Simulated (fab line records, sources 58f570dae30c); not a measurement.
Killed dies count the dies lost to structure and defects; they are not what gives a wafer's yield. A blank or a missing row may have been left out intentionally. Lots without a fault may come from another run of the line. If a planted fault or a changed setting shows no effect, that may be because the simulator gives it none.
Which tool did it? :: flow berkeley-cmos170 :: 42 wafers from 14 lots sampled at 4 of the route's 331 steps

## WHAT EACH GAUGE READ, for each wafer
UCB170_PWELL_THK_MEAS_03. Usual: PWELL_OXIDE_THK 26.3 nm, standard deviation 0.49.
lot: L898
measured: day 3 03:35
on: film-metro-04
PWELL_OXIDE_THK (nm): 26.1 26.4 26.7
flag: 

lot: L900
measured: day 3 13:26
on: film-metro-04
PWELL_OXIDE_THK (nm): 26.2 26.7 27.0
flag: 

lot: L899
measured: day 3 13:27
on: film-metro-01
PWELL_OXIDE_THK (nm): 25.9 26.2 26.3
flag: 

lot: L901
measured: day 4 01:38
on: film-metro-04
PWELL_OXIDE_THK (nm): 26.4 26.6 26.6
flag: 

lot: L902
measured: day 4 01:38
on: film-metro-01
PWELL_OXIDE_THK (nm): 26.2 25.7 26.1
flag: 

lot: L904
measured: day 4 07:49
on: film-metro-01
PWELL_OXIDE_THK (nm): 26.1 25.7 26.0
flag: 

lot: L903
measured: day 4 07:49
on: film-metro-03
PWELL_OXIDE_THK (nm): 25.5 26.3 26.6
flag: 

lot: L906
measured: day 5 00:44
on: film-metro-03
PWELL_OXIDE_THK (nm): 26.2 26.5 26.4
flag: 

lot: L908
measured: day 5 10:10
on: film-metro-03
PWELL_OXIDE_THK (nm): 26.5 26.7 26.5
flag: 

lot: L909
measured: day 5 14:05
on: film-metro-03
PWELL_OXIDE_THK (nm): 26.5 26.4 26.4
flag: 

lot: L912
measured: day 6 02:55
on: film-metro-04
PWELL_OXIDE_THK (nm): 26.3 26.6 26.0
flag: 

lot: L915
measured: day 7 03:21
on: film-metro-04
PWELL_OXIDE_THK (nm): 26.1 25.8 26.1
flag: 

lot: L916
measured: day 7 09:35
on: film-metro-04
PWELL_OXIDE_THK (nm): 26.6 27.5 27.4
flag: 

lot: L917
measured: day 7 16:47
on: film-metro-03
PWELL_OXIDE_THK (nm): 27.0 26.5 27.0
flag: 

UCB170_PLDD_CD_MEAS_06: the cd target is 1200 nm. Usual: cd-nm 1200.2 nm, standard deviation 1.4.
lot: L898
measured: day 6 15:01
on: cd-sem-02
cd-nm (nm): 1198.9 1199.9 1197.9
flag: 

lot: L900
measured: day 7 05:11
on: cd-sem-01
cd-nm (nm): 1199.2 1199.3 1199.8
flag: 

lot: L899
measured: day 7 04:27
on: cd-sem-01
cd-nm (nm): 1200.4 1199.3 1199.3
flag: 

lot: L901
measured: day 7 19:28
on: cd-sem-01
cd-nm (nm): 1204.0 1202.7 1203.0
flag: 

lot: L902
measured: day 7 19:44
on: cd-sem-02
cd-nm (nm): 1200.1 1199.7 1199.3
flag: 

lot: L904
measured: day 8 04:13
on: cd-sem-01
cd-nm (nm): 1200.4 1201.5 1200.9
flag: 

lot: L903
measured: day 8 05:00
on: cd-sem-02
cd-nm (nm): 1202.8 1201.1 1202.2
flag: 

lot: L906
measured: day 8 22:10
on: cd-sem-02
cd-nm (nm): 1198.9 1199.5 1200.6
flag: 

lot: L908
measured: day 8 22:32
on: cd-sem-02
cd-nm (nm): 1199.3 1199.5 1199.2
flag: 

lot: L909
measured: day 9 13:53
on: cd-sem-02
cd-nm (nm): 1200.1 1200.4 1200.4
flag: 

lot: L912
measured: day 9 17:37
on: cd-sem-01
cd-nm (nm): 1199.9 1201.2 1199.5
flag: 

lot: L915
measured: day 10 11:19
on: cd-sem-01
cd-nm (nm): 1171.7 1171.5 1171.6 1171.7 1171.5 1171.7
flag: OFF

lot: L916
measured: day 10 21:04
on: cd-sem-02
cd-nm (nm): 1176.9 1177.5 1178.0 1176.6 1177.8 1177.7
flag: OFF

lot: L917
measured: day 10 21:08
on: cd-sem-01
cd-nm (nm): 1201.5 1200.0 1199.6
flag: 

UCB170_V2_CD_MEAS_12: the cd target is 700 nm. Usual: cd-nm 699.6 nm, standard deviation 1.3.
lot: L898
measured: day 8 11:53
on: cd-sem-01
cd-nm (nm): 700.0 700.4 698.9
flag: 

lot: L900
measured: day 8 21:34
on: cd-sem-02
cd-nm (nm): 700.4 699.5 699.3
flag: 

lot: L899
measured: day 8 21:37
on: cd-sem-01
cd-nm (nm): 700.2 699.0 698.9
flag: 

lot: L901
measured: day 9 05:40
on: cd-sem-02
cd-nm (nm): 700.4 698.6 697.8
flag: 

lot: L902
measured: day 9 05:56
on: cd-sem-01
cd-nm (nm): 698.8 699.6 700.1
flag: 

lot: L904
measured: day 9 18:01
on: cd-sem-02
cd-nm (nm): 699.0 700.6 698.8
flag: 

lot: L903
measured: day 9 17:59
on: cd-sem-01
cd-nm (nm): 700.6 702.2 699.8
flag: 

lot: L906
measured: day 10 10:28
on: cd-sem-02
cd-nm (nm): 699.2 698.5 698.0
flag: 

lot: L908
measured: day 10 11:25
on: cd-sem-01
cd-nm (nm): 698.4 698.9 698.9
flag: 

lot: L909
measured: day 11 01:44
on: cd-sem-02
cd-nm (nm): 698.6 700.7 699.8
flag: 

lot: L912
measured: day 11 04:49
on: cd-sem-02
cd-nm (nm): 700.7 699.9 700.2
flag: 

lot: L915
measured: day 11 23:34
on: cd-sem-02
cd-nm (nm): 700.0 699.5 698.7
flag: 

lot: L916
measured: day 12 05:46
on: cd-sem-02
cd-nm (nm): 698.6 698.2 697.8
flag: 

lot: L917
measured: day 12 02:45
on: cd-sem-01
cd-nm (nm): 697.5 699.8 699.4
flag: 

## WHAT TOOL EACH LOT RAN ON (gives the tool, then ch and the chambers of the sampled wafers, and finally the start)
lot: L898
UCB170_PLDD_PEB_04: litho-track-02 ch 0, day 6 14:45

lot: L900
UCB170_PLDD_PEB_04: litho-track-04 ch 0, day 7 04:55

lot: L899
UCB170_PLDD_PEB_04: litho-track-04 ch 0, day 7 04:11

lot: L901
UCB170_PLDD_PEB_04: litho-track-02 ch 0, day 7 19:11

lot: L902
UCB170_PLDD_PEB_04: litho-track-02 ch 0, day 7 19:28

lot: L904
UCB170_PLDD_PEB_04: litho-track-03 ch 0, day 8 03:56

lot: L903
UCB170_PLDD_PEB_04: litho-track-04 ch 0, day 8 04:38

lot: L906
UCB170_PLDD_PEB_04: litho-track-02 ch 0, day 8 21:53

lot: L908
UCB170_PLDD_PEB_04: litho-track-02 ch 0, day 8 22:15

lot: L909
UCB170_PLDD_PEB_04: litho-track-04 ch 0, day 9 13:37

lot: L912
UCB170_PLDD_PEB_04: litho-track-02 ch 0, day 9 17:20

lot: L915
UCB170_PLDD_PEB_04: litho-track-04 ch 0, day 10 11:03

lot: L916
UCB170_PLDD_PEB_04: litho-track-04 ch 0, day 10 20:48

lot: L917
UCB170_PLDD_PEB_04: litho-track-03 ch 0, day 10 20:52
- UCB170_PLDD_PEB_04

## AS READ BY THE TOOLS THEMSELVES (means over the sampled wafers that have a number; for cases with no such wafer, the mark the record gives instead)
UCB170_PLDD_PEB_04. Usual: heater-power-total-W 56.80 W, standard deviation 0.045; plate-temp-C 129.99 C, standard deviation 0.15.
lot: L898
tool: litho-track-02
heater-power-total-W (W): 56.78
plate-temp-C (C): 130.05
flag: 

lot: L900
tool: litho-track-04
heater-power-total-W (W): 56.81
plate-temp-C (C): 129.87
flag: 

lot: L899
tool: litho-track-04
heater-power-total-W (W): 56.81
plate-temp-C (C): 130.00
flag: 

lot: L901
tool: litho-track-02
heater-power-total-W (W): 56.81
plate-temp-C (C): 130.03
flag: 

lot: L902
tool: litho-track-02
heater-power-total-W (W): 56.77
plate-temp-C (C): 130.05
flag: 

lot: L904
tool: litho-track-03
heater-power-total-W (W): 56.80
plate-temp-C (C): 130.01
flag: 

lot: L903
tool: litho-track-04
heater-power-total-W (W): 56.79
plate-temp-C (C): 130.09
flag: 

lot: L906
tool: litho-track-02
heater-power-total-W (W): 56.81
plate-temp-C (C): 129.86
flag: 

lot: L908
tool: litho-track-02
heater-power-total-W (W): 56.81
plate-temp-C (C): 129.79
flag: 

lot: L909
tool: litho-track-04
heater-power-total-W (W): 56.78
plate-temp-C (C): 130.19
flag: 

lot: L912
tool: litho-track-02
heater-power-total-W (W): 56.82
plate-temp-C (C): 129.92
flag: 

lot: L915
tool: litho-track-04
heater-power-total-W (W): 54.64
plate-temp-C (C): 126.29
flag: OFF

lot: L916
tool: litho-track-04
heater-power-total-W (W): 54.60
plate-temp-C (C): 125.95
flag: OFF

lot: L917
tool: litho-track-03
heater-power-total-W (W): 56.82
plate-temp-C (C): 130.13
flag: 

## THE ANSWER, worked out from the rows above alone
Rule: take the mean of a lot's wafers that have a number; if it is more than 3 standard deviations from the usual mean, the lot is off. Also off: a lot with no number at a reading for which 4 or more lots have one. Any other lot the step has rows for is counted as sound. Order of review: gauges by route order, followed by the tools' own readings, for which a lot's mean as printed above is used. The first step at which some lot is off is used, and at that step the reading that is off furthest; a lot without a number counts as furthest.
Off: L915, L916, at UCB170_PLDD_CD_MEAS_06 (cd-nm).
A tool fits if, at a process step before that reading, it ran every lot that is off, and no sound lot after the first of them. Not tried: the gauges at UCB170_PLDD_CD_MEAS_06; whatever is off there is also off at UCB170_PLDD_PEB_04, on other tools, and gauge error can't account for it. One fits: litho-track-04 at UCB170_PLDD_PEB_04. Its last sound lot is L909 (day 9 13:37), its first lot that is off L915 (day 10 11:03): a fault that began between those two fits.
The tool's own readings at UCB170_PLDD_PEB_04 bear it out: on the lots that are off they differ by more than 5 times the standard deviation of the sound lots' means. heater-power-total-W reads 54.62 W there against 56.80 W on the sound lots; plate-temp-C reads 126.12 C there against 130.00 C on the sound lots.

## WHAT THE SIMULATOR HAD PUT IN
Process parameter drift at UCB170_PLDD_PEB_04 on litho-track-04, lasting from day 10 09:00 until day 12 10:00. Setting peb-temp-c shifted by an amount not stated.
Lots struck among those shown: L915, L916. The same result came from the rule above.
